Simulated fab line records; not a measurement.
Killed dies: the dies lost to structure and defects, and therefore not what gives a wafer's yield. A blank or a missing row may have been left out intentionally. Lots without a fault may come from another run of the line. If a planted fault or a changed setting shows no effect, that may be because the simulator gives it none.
Problem report, 8D (eight disciplines) form, completed by code ; flow berkeley_cmos170 ; the parts of the form that need people (team, actions taken, sign-off) are left out

## 1. THE PROBLEM
Across 6 wafers from 2 lots, WELLDRIVE_OXIDE_THK at UCB170_WELLDRIVE_THK_MEAS_02 averages 254 nm, while fault-free wafers read 200 nm with a standard deviation of 4. That is +13 standard deviations from the usual mean.
Seen first at day 5 21:29 on film_metro-01, wafer L197.1. The record holds 42 wafers of 14 lots with a number at this step. Rule for "out" (also "out of limits"): further than 4 standard deviations from the usual mean. The other wafers with a number count as sound.

## 2. WHAT THIS IS AND IS NOT
question;is;is not
which readings at this step;WELLDRIVE_OXIDE_THK;-
which lots;L197, L198;L190, L193, L194, L195, L204, L206, L207, L208, L209, L210, L211, L213
which wafers of those lots;all that have a number;-
read on which gauges;film_metro-01, film_metro-04;film_metro-03
when;from day 5 21:29;"up to then (12 sound wafers); but 24 sound wafers of L204, L206, L207, L208, L209, L210, L211, L213 came after"

## 3. THE SUSPECTS, EACH WITH WHAT RULES IT OUT
Counting: a tool at a process step up to the reading stays a suspect if it ran every lot that is out and no sound lot after the first of them.
- the gauge at UCB170_WELLDRIVE_THK_MEAS_02 is ruled out. 2 gauges (film_metro-01, film_metro-04) read the wafers that are out.
- furnace-02 at UCB170_WELLDRIVE_OXIDATION_01 (target thk 199 nm, ox time 9000 s): kept. It processed each lot that is out, first L197 at day 5 17:59, and no sound lot thereafter; up to then, the last sound lot it processed was L195 at day 5 10:40.
Remaining after the count: furnace-02 at UCB170_WELLDRIVE_OXIDATION_01.

## 4. THE CAUSE (what the simulator had put in)
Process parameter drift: furnace-02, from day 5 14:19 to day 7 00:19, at UCB170_WELLDRIVE_OXIDATION_01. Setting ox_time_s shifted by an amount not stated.
After counting, this tool was the only one left.

## 5. SEQUENCE OF EFFECTS, ordered by route
Rows list readings where the struck wafers' mean (over those with a number) sits beyond 3 standard deviations from the usual. Readings are gone through only where the record gives a usual standard deviation; hours: the median, over the lots, of the time from a lot's start at the first step in this table giving one to that lot's start at this step; sigmas: the change measured in usual standard deviations.
hours;step;reading;usual;on struck wafers;change;sigmas
0;UCB170_WELLDRIVE_THK_MEAS_02;WELLDRIVE_OXIDE_THK;200 nm;254;+54;+13

## 6. WHAT WOULD HAVE CAUGHT IT SOONER
In this record the first reading out of limits at a measuring or inspecting step was taken at day 5 21:29, 7 hours after the fault began at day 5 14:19.
An alarm limit of 4 standard deviations would not have fired on the tool readings at UCB170_WELLDRIVE_OXIDATION_01 for which the record gives a usual standard deviation, since none of them was out on any struck wafer.
Lots out: 2; all had begun UCB170_WELLDRIVE_OXIDATION_01 on furnace-02 by day 5 21:29. None of them would have been spared by holding the tool at that moment.
